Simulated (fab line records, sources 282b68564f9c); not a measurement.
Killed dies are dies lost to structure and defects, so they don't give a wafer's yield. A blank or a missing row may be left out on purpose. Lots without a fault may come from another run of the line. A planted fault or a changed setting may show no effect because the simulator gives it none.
Tool commonality check | flow rit_cmos | 12 lots, 36 wafers sampled

WHY IT WAS OPENED
At RIT_SPACER_THK_MEAS_04 the reading SPACER_NITRIDE_THK is flagged on 2 of 12 lots. Wafers without a fault read 245.4 nm, standard deviation 2.1.
Rule: a lot is flagged when every wafer of it that has a number lies more than 4 standard deviations from that mean, or none has a number. The other lots count as sound.

lot  | measured    | on            | SPACER_NITRIDE_THK (nm), wafer by wafer | flag
L444 | day 3 01:37 | film_metro-01 | 246.3 246.1 246.4                       |
L445 | day 3 04:17 | film_metro-03 | 245.5 246.0 247.6                       |
L447 | day 3 17:08 | film_metro-03 | 280.8 278.0 280.6                       | FLAGGED
L448 | day 3 19:28 | film_metro-03 | 277.3 277.2 279.3                       | FLAGGED
L451 | day 4 10:49 | film_metro-02 | 244.5 246.8 245.7                       |
L460 | day 6 06:37 | film_metro-02 | 247.0 246.4 244.8                       |
L462 | day 6 18:22 | film_metro-03 | 244.4 245.6 248.1                       |
L463 | day 7 01:43 | film_metro-03 | 243.5 243.7 244.8                       |
L464 | day 7 07:29 | film_metro-02 | 240.7 241.3 239.8                       |
L465 | day 7 08:48 | film_metro-03 | 243.1 242.4 244.2                       |
L466 | day 7 14:17 | film_metro-01 | 245.9 245.9 247.7                       |
L467 | day 7 22:42 | film_metro-01 | 242.4 242.3 243.6                       |
The numbers of the flagged lots are 278.9 nm on average: +33.5 nm against the usual, or +16 standard deviations.

WHICH TOOL RAN EACH LOT
The record holds 1 process step before the reading, out of a route of 202 steps. In each cell: the tool, then ch and the chambers that the sampled wafers went through, then the start.
lot  | flag    | RIT_SPACER_CVD_03
L444 |         | lpcvd-02 ch 1, day 2 23:41
L445 |         | lpcvd-02 ch 0, day 3 02:22
L447 | FLAGGED | lpcvd-02 ch 1, day 3 15:11
L448 | FLAGGED | lpcvd-02 ch 1, day 3 17:32
L451 |         | lpcvd-01 ch 0, day 4 08:53
L460 |         | lpcvd-01 ch 1, day 6 04:40
L462 |         | lpcvd-01 ch 0, day 6 16:26
L463 |         | lpcvd-02 ch 0, day 6 23:49
L464 |         | lpcvd-01 ch 1, day 7 05:34
L465 |         | lpcvd-02 ch 0, day 7 06:52
L466 |         | lpcvd-02 ch 1, day 7 12:22
L467 |         | lpcvd-01 ch 0, day 7 20:46
What these steps do:
- RIT_SPACER_CVD_03: deposits Si3N4 from SiH2Cl2/NH3, target thk 250 nm, time 3300 s.
- RIT_SPACER_THK_MEAS_04

FLAGGED OVER TOTAL, TOOL BY TOOL (the gauges that took the reading come last)
step                   | tool          | lots run | flagged | share of the flagged lots | sound lots run after its first flagged lot
RIT_SPACER_CVD_03      | lpcvd-01      | 5        | 0       | none                      | -
RIT_SPACER_CVD_03      | lpcvd-02      | 7        | 2       | all                       | 3 (L463,L465,L466)
RIT_SPACER_THK_MEAS_04 | film_metro-01 | 3        | 0       | none                      | -
RIT_SPACER_THK_MEAS_04 | film_metro-02 | 3        | 0       | none                      | -
RIT_SPACER_THK_MEAS_04 | film_metro-03 | 6        | 2       | all                       | 3 (L462,L463,L465)

WHAT THE TABLE ALLOWS
2 rows of the table ran every flagged lot: lpcvd-02 at RIT_SPACER_CVD_03, film_metro-03 at RIT_SPACER_THK_MEAS_04.
- lpcvd-02 at RIT_SPACER_CVD_03: 2 of its 7 lots flagged. Sound lots ran on it after the first flagged one (L463, L465, L466), which a lasting fault on the whole tool wouldn't allow. Its own readings lie more than 4 standard deviations out on every wafer of the flagged lots: sih2cl2_flow_sccm.
- film_metro-03 at RIT_SPACER_THK_MEAS_04: 2 of its 6 lots flagged. Sound lots ran on it after the first flagged one (L462, L463, L465), which a lasting fault on the whole tool wouldn't allow.
No row of the table ran every flagged lot and no sound lot after the first.

WHAT THE SIMULATOR HAD PUT IN
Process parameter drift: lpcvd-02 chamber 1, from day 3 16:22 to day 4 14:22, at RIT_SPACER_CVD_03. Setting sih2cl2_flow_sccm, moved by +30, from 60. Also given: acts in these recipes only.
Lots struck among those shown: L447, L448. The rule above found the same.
